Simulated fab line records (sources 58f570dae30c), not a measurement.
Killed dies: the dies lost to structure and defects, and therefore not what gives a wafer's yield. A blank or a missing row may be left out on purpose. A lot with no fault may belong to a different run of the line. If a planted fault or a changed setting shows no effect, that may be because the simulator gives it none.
fab line records	flow berkeley-cmos170
[record] lots = 7	wafers = 21	last-day = 10
route steps=331 shown NVT@110 PVT@115 GATE@125
lots untouched by any fault: they come from a run of this same line in which no faults occurred
start-h: hours from the record's first day to the start of the lot's first wafer shown	wait-h: time in hours since the lot's previous step	" same as the row above	L1.1+2: one row covering several wafers at once	- no value, or no start was given	* or withheld: withheld	< > ~ a bound
route shown NAME@n: a module of which the file shows steps, and the number in the route of the first	usual: mean/standard deviation taken from wafers without a fault	same: alike in all rows	chamber/n: place in a boat	sites: each site's reading	_std_site: standard deviation of those values	_edge_site: the outer-site mean with the inner-site mean subtracted	radius-mm: for every site, how far away it sits from the centre of the wafer	mask NAME#n: copy n	behind: the tool/chamber that last shaped the wafer	hold: why the lot was held/for how many hours/how that ended	device: whichever transistor did not switch (one of n, p or np)	end of line: the tests these same wafers got at the end of their route	a step without rows: its recipe alone	killed: dies that structure and defects cost at the first sort, which is not the same as the wafer's yield	map: dies across one wafer; x = killed, . = not, _ = none there
set.NAME: setting as actually run; set.NAME@STEP: the setting as run at that earlier step	model.NAME: the simulator's own value behind a step, which no gauge read
lots at some steps of the route; a table a step, a row a wafer
services: when a tool's chamber went out of use (start-h, in hours from the record's first day, below 0 if earlier), for how many hours, and the reason
[[steps]]
[step UCB170_NVT_OVL_MEAS_06]
[usual] NVT_OVL = 1/5.3
lot.wafer	tool	chamber	start-h	wait-h	NVT_OVL[nm]
L365.2	overlay-02	-	142.06	-	5
L365.3	"	-	"	"	0
L365.5	"	-	"	"	-3
L370.4	overlay-02	-	151.70	-	0
L370.5	"	-	"	"	3
L370.6	"	-	"	"	-1
L367.2	overlay-02	-	152.29	-	9
L367.3	"	-	"	"	6
L367.5	"	-	"	"	12
L373.2	overlay-02	-	163.75	-	-5
L373.5	"	-	"	"	2
L373.6	"	-	"	"	-2
L371.1	overlay-02	-	163.96	-	6
L371.4	"	-	"	"	3
L371.5	"	-	"	"	-5
L372.2	overlay-02	-	164.02	-	4
L372.3	"	-	"	"	4
L372.5	"	-	"	"	8
L374.1	overlay-02	-	182.55	-	0
L374.4	"	-	"	"	9
L374.5	"	-	"	"	-2
[step UCB170_NVT_IMPLANT_07]
[recipe] species = BF2	dose-cm2 = 3e+12	energy-kev = 50	tilt-deg = 7
[step UCB170_NVT_STRIP_08]
[recipe] chemistry = O2	power-w = 400	pressure-mtorr = 3500	platen-temp-c = withheld	o2-flow-sccm = 400	overash-fraction = 0.5
[usual] drypump-motor-current-A = 5.6/0.37	oes-product-au = 0.735/0.0044	strip-time-to-endpoint-s = 21.62/0.056
lot.wafer	tool	chamber	start-h	wait-h	drypump-motor-current-A	oes-product-au	rf-hours-counter-h	strip-time-to-endpoint-s
L365.2	plasma-asher-03	0	142.24	0.1	5.6	0.722	2	21.64
L365.3	"	1	"	"	5.8	0.736	-	21.67
L365.5	"	0	"	"	5.6	0.730	-	21.69
L370.4	plasma-asher-01	0	151.90	0.1	5.1	0.728	-	21.71
L370.5	"	0	"	"	5.2	0.734	-	21.75
L370.6	"	1	"	"	5.5	0.736	-	21.65
L367.2	plasma-asher-01	1	152.47	0.1	5.6	0.736	43	21.60
L367.3	"	1	"	"	5.6	0.740	-	21.59
L367.5	"	0	"	"	5.2	0.737	-	21.67
L373.2	plasma-asher-03	1	163.93	0.1	5.8	0.735	5	21.58
L373.5	"	1	"	"	5.8	0.734	-	21.62
L373.6	"	0	"	"	5.6	0.734	-	21.60
L371.1	plasma-asher-02	0	164.15	0.1	6.2	0.739	34	21.62
L371.4	"	1	"	"	5.1	0.733	-	21.56
L371.5	"	1	"	"	5.1	0.725	-	21.59
L372.2	plasma-asher-01	1	164.20	0.1	5.6	0.738	44	21.61
L372.3	"	0	"	"	5.2	0.742	-	21.56
L372.5	"	0	"	"	5.2	0.729	-	21.49
L374.1	plasma-asher-02	0	182.73	0.1	6.2	0.738	37	21.59
L374.4	"	1	"	"	5.1	0.738	-	21.58
L374.5	"	1	"	"	5.1	0.738	-	21.60
[step UCB170_NVT_TW_MEAS_09]
[usual] NVT_TW = 528/4.4
lot.wafer	tool	chamber	start-h	wait-h	NVT_TW
L365.2	film-metro-01	-	142.35	0.1	532
L365.3	"	-	"	"	535
L365.5	"	-	"	"	531
L370.4	film-metro-01	-	152.00	0.1	530
L370.5	"	-	"	"	531
L370.6	"	-	"	"	532
L367.2	film-metro-04	-	152.58	0.1	525
L367.3	"	-	"	"	519
L367.5	"	-	"	"	522
L373.2	film-metro-04	-	164.04	0.1	525
L373.5	"	-	"	"	522
L373.6	"	-	"	"	520
L371.1	film-metro-01	-	164.25	0.1	531
L371.4	"	-	"	"	533
L371.5	"	-	"	"	534
L372.2	film-metro-03	-	164.31	0.1	525
L372.3	"	-	"	"	524
L372.5	"	-	"	"	524
L374.1	film-metro-01	-	182.83	0.1	530
L374.4	"	-	"	"	531
L374.5	"	-	"	"	531
[step UCB170_NVT_CLEAN_10]
[recipe] chemistry = SPM	temp-c = 120	time-s = 600
[step UCB170_PVT_HMDS_00]
[recipe] prime-time-s = 60	prime-temp-c = 100
[step UCB170_PVT_COAT_01]
[recipe] resist = KrF	spin-rpm = 1500	resist-thk-nm = 900
[step UCB170_PVT_SOFTBAKE_02]
[recipe] resist = KrF	temp-c = 130	time-s = 60
[step UCB170_PVT_EXPOSE_03]
[recipe] mask-id = NWELL	target-cd-nm = 3000	na = 0.5	sigma-outer = 0.6	source-shape = conventional	dose-mj = 30
[step UCB170_PVT_PEB_04]
[recipe] peb-temp-c = 130	peb-time-s = withheld	resist = KrF
[step UCB170_PVT_DEVELOP_05]
[recipe] developer = TMAH	develop-time-s = 45	resist = KrF	dev-temp-c = 21
[step UCB170_PVT_OVL_MEAS_06]
[usual] PVT_OVL = 1/5.7
lot.wafer	tool	chamber	start-h	wait-h	PVT_OVL[nm]
L365.2	overlay-02	-	144.16	-	5
L365.3	"	-	"	"	1
L365.5	"	-	"	"	-4
L370.4	overlay-02	-	153.87	-	-6
L370.5	"	-	"	"	9
L370.6	"	-	"	"	-3
L367.2	overlay-02	-	154.62	-	2
L367.3	"	-	"	"	-7
L367.5	"	-	"	"	-9
L373.2	overlay-02	-	168.22	-	13
L373.5	"	-	"	"	0
L373.6	"	-	"	"	7
L371.1	overlay-02	-	168.49	-	-7
L371.4	"	-	"	"	5
L371.5	"	-	"	"	-9
L372.2	overlay-02	-	168.67	-	2
L372.3	"	-	"	"	0
L372.5	"	-	"	"	2
L374.1	overlay-02	-	185.60	-	9
L374.4	"	-	"	"	-1
L374.5	"	-	"	"	5
[step UCB170_PVT_IMPLANT_07]
[recipe] species = P	dose-cm2 = 2e+12	energy-kev = 30	tilt-deg = 7
[usual] implant-ion-amu = 31/0
lot.wafer	tool	chamber	start-h	wait-h	implant-ion-amu	model.implant.rp-nm	model.implant.drp-nm
L365.2	implanter-04	0	144.21	0.0	31	36.51	16.56
L365.3	"	0	"	"	31	36.51	16.56
L365.5	"	0	"	"	31	36.51	16.56
L370.4	implanter-03	0	153.97	0.1	31	35.75	16.56
L370.5	"	0	"	"	31	35.75	16.56
L370.6	"	0	"	"	31	35.75	16.56
L367.2	implanter-03	0	154.68	0.0	31	36.45	16.56
L367.3	"	0	"	"	31	36.45	16.56
L367.5	"	0	"	"	31	36.45	16.56
L373.2	implanter-03	0	168.28	0.0	31	34.94	16.56
L373.5	"	0	"	"	31	34.94	16.56
L373.6	"	0	"	"	31	34.94	16.56
L371.1	implanter-01	0	168.53	0.0	11	97.46	42.97
L371.4	"	0	"	"	11	97.46	42.97
L371.5	"	0	"	"	11	97.46	42.97
L372.2	implanter-04	0	168.73	0.0	11	94.9	42.97
L372.3	"	0	"	"	11	94.9	42.97
L372.5	"	0	"	"	11	94.9	42.97
L374.1	implanter-01	0	185.64	0.0	11	98.24	42.97
L374.4	"	0	"	"	11	98.24	42.97
L374.5	"	0	"	"	11	98.24	42.97
[step UCB170_PVT_STRIP_08]
[recipe] chemistry = O2	power-w = 400	pressure-mtorr = 3500	platen-temp-c = withheld	o2-flow-sccm = 400	overash-fraction = 0.5
[usual] drypump-motor-current-A = 5.5/0.44	oes-product-au = 0.735/0.0043	strip-time-to-endpoint-s = 21.57/0.052
lot.wafer	tool	chamber	start-h	wait-h	drypump-motor-current-A	oes-product-au	rf-hours-counter-h	strip-time-to-endpoint-s
L365.2	plasma-asher-02	1	144.34	0.1	5.1	0.732	32	21.55
L365.3	"	0	"	"	6.2	0.734	-	21.60
L365.5	"	1	"	"	5.1	0.731	-	21.56
L370.4	plasma-asher-02	0	154.07	0.1	6.2	0.742	-	21.53
L370.5	"	0	"	"	6.2	0.740	-	21.51
L370.6	"	1	"	"	5.1	0.735	-	21.51
L367.2	plasma-asher-04	1	154.80	0.1	5.0	0.733	43	21.56
L367.3	"	0	"	"	5.4	0.734	-	21.51
L367.5	"	1	"	"	5.0	0.736	-	21.52
L373.2	plasma-asher-04	1	168.40	0.1	5.0	0.742	45	21.50
L373.5	"	1	"	"	5.0	0.740	-	21.49
L373.6	"	0	"	"	5.4	0.741	-	21.48
L371.1	plasma-asher-02	1	168.68	0.1	5.1	0.737	35	21.63
L371.4	"	0	"	"	6.2	0.733	-	21.64
L371.5	"	1	"	"	5.1	0.737	-	21.63
L372.2	plasma-asher-03	1	168.85	0.1	5.8	0.737	5	21.50
L372.3	"	0	"	"	5.6	0.732	-	21.47
L372.5	"	1	"	"	5.8	0.734	-	21.53
L374.1	plasma-asher-04	0	185.79	0.1	5.4	0.743	47	21.62
L374.4	"	0	"	"	5.4	0.732	-	21.64
L374.5	"	1	"	"	5.0	0.741	-	21.69
[step UCB170_PVT_TW_MEAS_09]
[usual] PVT_TW = 512/3.7
lot.wafer	tool	chamber	start-h	wait-h	PVT_TW
L365.2	film-metro-03	-	144.45	0.1	511
L365.3	"	-	"	"	510
L365.5	"	-	"	"	507
L370.4	film-metro-03	-	154.17	0.1	504
L370.5	"	-	"	"	506
L370.6	"	-	"	"	507
L367.2	film-metro-01	-	154.91	0.1	515
L367.3	"	-	"	"	513
L367.5	"	-	"	"	515
L373.2	film-metro-03	-	168.51	0.1	513
L373.5	"	-	"	"	512
L373.6	"	-	"	"	513
L371.1	film-metro-01	-	168.78	0.1	263
L371.4	"	-	"	"	262
L371.5	"	-	"	"	262
L372.2	film-metro-01	-	168.96	0.1	261
L372.3	"	-	"	"	262
L372.5	"	-	"	"	262
L374.1	film-metro-01	-	185.89	0.1	261
L374.4	"	-	"	"	263
L374.5	"	-	"	"	262
[step UCB170_GATE_WET_ETCH_00]
[recipe] chemistry = dHF	dilution = 25:1	target = SiO2	temp-c = 25	time-s = 200
[[services]]
tool	chamber	start-h	hours	kind
implanter-01	-	118.58	2.8	repair
implanter-03	-	138.84	2.7	pm
implanter-03	-	169.36	1.7	repair
[[key]]
[first-sign] step = UCB170_PVT_IMPLANT_07	reading = implant-ion-amu	direction = down	sigmas = 99+	usual = 31	struck = 11
[effect] step = UCB170_PVT_TW_MEAS_09	reading = PVT_TW	direction = down	sigmas = 68	usual = 512	struck = 262
[model-effect] step = UCB170_PVT_IMPLANT_07	value = implant.rp-nm	without = 36.12	struck = 96.87
met-at UCB170_PVT_IMPLANT_07
struck-wafers L371.1,L371.4,L371.5,L372.2,L372.3,L372.5,L374.1,L374.4,L374.5
sort-left-out L371.1,L371.4,L371.5,L372.2,L372.3,L372.5,L374.1,L374.4,L374.5
tester-left-out L371,L372,L374
[fault] kind = wrong-recipe-download	tool = implanter-01,implanter-03,implanter-04	chamber = -	onset-h = 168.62	steps = UCB170_PVT_IMPLANT_07	wrong-recipe.not-listed = 1
// tester-left-out: of these lots the tester's yield and bins aren't shown, on N5 and GAA mostly nor the transistor test; their killed dies are dies lost to structure and defects alone, not to doping, threshold or leakage, so they don't give the yield
// sort-left-out: the simulated sort isn't trusted on such a fault, so these wafers' sort isn't shown, and their yield isn't known
